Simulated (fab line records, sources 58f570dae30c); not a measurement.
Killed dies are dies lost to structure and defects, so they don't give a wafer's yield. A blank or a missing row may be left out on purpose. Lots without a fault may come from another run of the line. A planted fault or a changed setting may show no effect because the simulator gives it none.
Split-lot experiment | flow berkeley_cmos170 | 5 lots, 23 wafers read, on a route of 331 steps

THE SPLIT
At UCB170_V1_CVD_00 (deposits SiO2 from TEOS/O2, target thk 2000 nm, time 250 s), the setting time_s was moved away from the recipe's 250 s on 10 of the 23 wafers read, by -8.3% to +5.9%. The other wafers ran this setting at the recipe's value.

The file shows no step between the split and the reading.

THE READING
V1_TEOS_THK, in nm, at UCB170_V1_THK_MEAS_01. Fault-free wafers of this fab line usually give 1996 nm, standard deviation 31 nm.

wafer  | tool, chamber at the split | time_s as run, s | against the recipe | V1_TEOS_THK, nm | against lot-mates on the recipe
L076.1 | pecvd-03, 0,2              | 264.8            | +5.9%              | 2068            | +96
L076.2 | pecvd-03, 1                | 250              | recipe             | 1980            | -
L076.3 | pecvd-03, 2                | 250              | recipe             | 1960            | -
L076.4 | pecvd-03, 0,2              | 264.8            | +5.9%              | 2106            | +134
L076.5 | pecvd-03, 0                | 250              | recipe             | 1976            | -
L075.2 | pecvd-01, 2                | 233.8            | -6.5%              | 1901            | -116
L075.3 | pecvd-01, 1                | 250              | recipe             | 2005            | -
L075.4 | pecvd-01, 2                | 233.8            | -6.5%              | 1928            | -90
L075.5 | pecvd-01, 0                | 233.8            | -6.5%              | 1907            | -110
L075.6 | pecvd-01, 1                | 250              | recipe             | 2030            | -
L077.2 | pecvd-01, 0                | 250              | recipe             | 1973            | -
L077.4 | pecvd-01, 0                | 250              | recipe             | 1986            | -
L077.6 | pecvd-01, 2                | 250              | recipe             | 2022            | -
L081.1 | pecvd-01, 2,1              | 238.4            | -4.6%              | 1919            | -101
L081.3 | pecvd-01, 1                | 250              | recipe             | 2027            | -
L081.4 | pecvd-01, 2,1              | 238.4            | -4.6%              | 1929            | -91
L081.5 | pecvd-01, 0                | 250              | recipe             | 2010            | -
L081.6 | pecvd-01, 2                | 250              | recipe             | 2022            | -
L083.2 | pecvd-01, 0,1              | 229.3            | -8.3%              | 1842            | -182
L083.3 | pecvd-01, 2                | 250              | recipe             | 2014            | -
L083.4 | pecvd-01, 2                | 250              | recipe             | 2033            | -
L083.5 | pecvd-01, 0                | 229.3            | -8.3%              | 1844            | -180
L083.6 | pecvd-01, 0,1              | 229.3            | -8.3%              | 1882            | -142
Where a row lists several chambers, the file gives one row for several wafers and doesn't say which wafer went through which chamber.

THE FIT
A straight line over all 23 wafers: V1_TEOS_THK changes by +15.9 nm for each +1% of time_s; r = +0.95; the points scatter about the line by 23 nm.
The same after taking each lot's own level away (the mean of its wafers on the recipe; 23 wafers): +19.1 nm for each +1%; r = +0.98; scatter 16 nm.
On that fit, the largest move of time_s shifts the reading by 1.6e+02 nm.
The lots' own levels span 1972.0 to 2023.5 nm, that is 1.7 times the standard deviation above.
So the lot-to-lot level changes the slope: the two fits differ.
Check: with one of the wafers moved furthest among these (-8.3%) left out of the fit, the line predicts -153 nm for it against its lot-mates. It came out at -182 nm against them.

OTHER SPLITS ON THESE WAFERS
These wafers also went through other splits before the reading. Each is held against what the fit with the lots' levels taken away leaves over:
other split on the same wafers       | wafers away from the commonest value | r with V1_TEOS_THK (lot level and that fit taken away)
UCB170_ZERO_ETCH_06 time_s           | 12                                   | +0.11
UCB170_NWELL_IMPLANT_14 dose_cm2     | 8                                    | +0.08
UCB170_PWELL_CVD_05 pressure_mtorr   | 15                                   | +0.01
UCB170_ACTIVE_COAT_08 spin_rpm       | 6                                    | +0.03
UCB170_PFIELD_COAT_01 spin_rpm       | 4                                    | -0.06
UCB170_PFIELD_IMPLANT_07 dose_cm2    | 10                                   | -0.37
UCB170_PSD_IMPLANT_08 dose_cm2       | 12                                   | +0.29
UCB170_NSD_STRIP_09 overash_fraction | 8                                    | -0.29
UCB170_SDANNEAL_RTA_00 time_s        | 10                                   | -0.33
UCB170_CONTACT_COAT_04 resist_thk_nm | 4                                    | +0.05

THE WHOLE CHAIN: every reading that the file lists as answering this split, in the file's order
step                  | what it does                                               | reading                                                                   | change (the file's fit)              | r (the file's)
UCB170_V1_CVD_00      | deposits SiO2 from TEOS/O2, target thk 2000 nm, time 250 s | SiO2_of_V1_CVD_00.thk_nm (the simulator's own value, which no gauge read) | +18.5 nm for each +1% of the setting | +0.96
UCB170_V1_THK_MEAS_01 |                                                            | V1_TEOS_THK                                                               | +19.1 for each +1% of the setting    | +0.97

THE FILE'S OWN FIT
V1_TEOS_THK changes by +19.1 nm for each +1% of time_s, r = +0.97.
